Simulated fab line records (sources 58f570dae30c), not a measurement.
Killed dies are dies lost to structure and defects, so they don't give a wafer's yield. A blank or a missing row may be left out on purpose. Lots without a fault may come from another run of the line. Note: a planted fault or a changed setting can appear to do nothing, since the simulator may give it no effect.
Matching of chambers / flow berkeley_cmos170 / UCB170_V1_CMP_02 on cmp-02 has 4 sister chambers
The step polishes SiO2. 4 wafers are shown with their chamber, then 7 later ones without.

## WAFERS, EACH WITH ITS CHAMBER
wafer=L429.4; chamber=0; motor_current_A (A)=16.8
wafer=L436.4; chamber=1; motor_current_A (A)=16.1
wafer=L440.2; chamber=3; motor_current_A (A)=12.9
wafer=L440.4; chamber=2; motor_current_A (A)=14.6

## WAFERS MISSING THEIR CHAMBER
wafer=L440.5; motor_current_A (A)=15.6
wafer=L444.1; motor_current_A (A)=14.5
wafer=L444.3; motor_current_A (A)=15.0
wafer=L444.6; motor_current_A (A)=15.1
wafer=L446.1; motor_current_A (A)=15.4
wafer=L446.2; motor_current_A (A)=13.7
wafer=L446.5; motor_current_A (A)=13.5

## THE CHAMBER EACH PASSED THROUGH
wafer=L440.5; from the rows above=can't be placed: 1 or 2 or 0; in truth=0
wafer=L444.1; from the rows above=2; in truth=2
wafer=L444.3; from the rows above=can't be placed: 2 or 1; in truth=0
wafer=L444.6; from the rows above=can't be placed: 2 or 1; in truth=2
wafer=L446.1; from the rows above=can't be placed: 1 or 2 or 0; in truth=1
wafer=L446.2; from the rows above=can't be placed: 3 or 2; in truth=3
wafer=L446.5; from the rows above=can't be placed: 3 or 2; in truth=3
Correct placement for 1 of the 7. Can't be placed from these rows: 6 (the true chamber is among the candidates in 5). Wrongly placed: 0.
How it was worked out, from the rows above alone: a wafer's distance from a chamber is the root of the sum, over the readings, of the square of ((its reading less the chamber's mean) divided by the reading's scatter). If the next closest chamber is less than 2 further off than the closest, the wafer can't be placed; otherwise it belongs to the closest. Each chamber's mean is taken over the wafers shown for it. The scatter: root of mean squared gap, hidden wafer to nearest shown wafer, with one shown wafer a chamber.
